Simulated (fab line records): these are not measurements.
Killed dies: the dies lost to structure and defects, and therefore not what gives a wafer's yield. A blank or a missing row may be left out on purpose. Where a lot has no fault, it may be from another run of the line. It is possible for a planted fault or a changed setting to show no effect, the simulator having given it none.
Check of tool commonality	flow rit cmos	14 lots and 42 wafers in the sample

## THE REASON FOR OPENING IT
At RIT_ACTIVE_THK_MEAS_02 the reading ACTIVE_OXIDE_THK is flagged on 2 of 14 lots. Fault-free wafers read 46.6 nm, with a standard deviation of 0.76.
Rule: flag the lot when none of its wafers has a number, or when each of its wafers that has one lies beyond 4 standard deviations from that mean. The rest of the lots are taken to be sound.

lot	measured	on	ACTIVE_OXIDE_THK (nm), wafer by wafer	flag
L450	day 1 22:04	film metro-02	46.5 45.7 45.1	
L451	day 2 03:04	film metro-01	47.2 46.3 46.8	
L453	day 2 14:07	film metro-01	46.6 47.5 47.1	
L454	day 2 18:12	film metro-03	46.2 47.3 46.7	
L455	day 3 00:35	film metro-03	46.7 47.7 47.4	
L456	day 3 06:47	film metro-02	47.8 47.7 47.3	
L458	day 3 15:21	film metro-02	47.3 47.0 47.9	
L460	day 4 03:20	film metro-03	47.2 47.4 47.1	
L464	day 4 21:26	film metro-03	52.2 52.7 52.6	FLAGGED
L465	day 5 01:51	film metro-03	52.2 51.1 52.9	FLAGGED
L467	day 5 11:53	film metro-01	45.4 45.7 46.2	
L468	day 5 16:53	film metro-03	46.6 46.4 45.7	
L469	day 5 21:37	film metro-01	46.6 46.3 47.2	
L471	day 6 07:38	film metro-01	47.2 46.0 46.9	
On average the flagged lots' numbers are 52.3 nm, which is +5.7 nm against the usual, or +7 standard deviations.

## TOOL THAT RAN EACH LOT
The record keeps 1 process step preceding the reading, out of 202 steps on the route. In each cell: the tool, then ch and the chambers that the sampled wafers went through, then the start.
lot	flag	RIT_ACTIVE_OXIDATION_01
L450		furnace-04 ch 0, day 1 20:07
L451		furnace-04 ch 0, day 2 01:07
L453		furnace-01 ch 0, day 2 12:11
L454		furnace-01 ch 0, day 2 16:15
L455		furnace-04 ch 0, day 2 22:38
L456		furnace-03 ch 0, day 3 04:51
L458		furnace-01 ch 0, day 3 13:25
L460		furnace-03 ch 0, day 4 01:23
L464	FLAGGED	furnace-04 ch 0, day 4 19:29
L465	FLAGGED	furnace-04 ch 0, day 4 23:54
L467		furnace-01 ch 0, day 5 09:58
L468		furnace-01 ch 0, day 5 14:57
L469		furnace-01 ch 0, day 5 19:41
L471		furnace-03 ch 0, day 6 05:41
These steps, and what they do:
- RIT_ACTIVE_OXIDATION_01: target thk 46.8 nm, ox time 3360 s.
- RIT_ACTIVE_THK_MEAS_02

## FLAGGED AGAINST TOTAL, ONE TOOL AT A TIME (gauges that did the reading follow at the end)
step	tool	lots run	flagged	share of the flagged lots	sound lots run after its first flagged lot
RIT_ACTIVE_OXIDATION_01	furnace-01	6	0	none	-
RIT_ACTIVE_OXIDATION_01	furnace-03	3	0	none	-
RIT_ACTIVE_OXIDATION_01	furnace-04	5	2	all	0
RIT_ACTIVE_THK_MEAS_02	film metro-01	5	0	none	-
RIT_ACTIVE_THK_MEAS_02	film metro-02	3	0	none	-
RIT_ACTIVE_THK_MEAS_02	film metro-03	6	2	all	1 (L468)

## THE TABLE: WHAT IT ALLOWS
2 rows of the table ran every flagged lot: furnace-04 at RIT_ACTIVE_OXIDATION_01, film metro-03 at RIT_ACTIVE_THK_MEAS_02.
- furnace-04 at RIT_ACTIVE_OXIDATION_01 ran 5 lots, 2 of them flagged. Its last sound lot is L455 (day 2 22:38), its first flagged lot L464 (day 4 19:29): a fault that began between those two fits.
- film metro-03 at RIT_ACTIVE_THK_MEAS_02 ran 6 lots, 2 of them flagged. Sound lots ran on it after the first flagged one (L468), which a lasting fault on the whole tool wouldn't allow.
Just one tool remains: furnace-04 at RIT_ACTIVE_OXIDATION_01.

## WHAT THE SIMULATOR HAD INSERTED
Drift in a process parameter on furnace-04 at RIT_ACTIVE_OXIDATION_01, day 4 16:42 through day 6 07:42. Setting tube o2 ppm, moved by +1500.
Struck lots among those shown: L464, L465. The rule above reached the same finding.
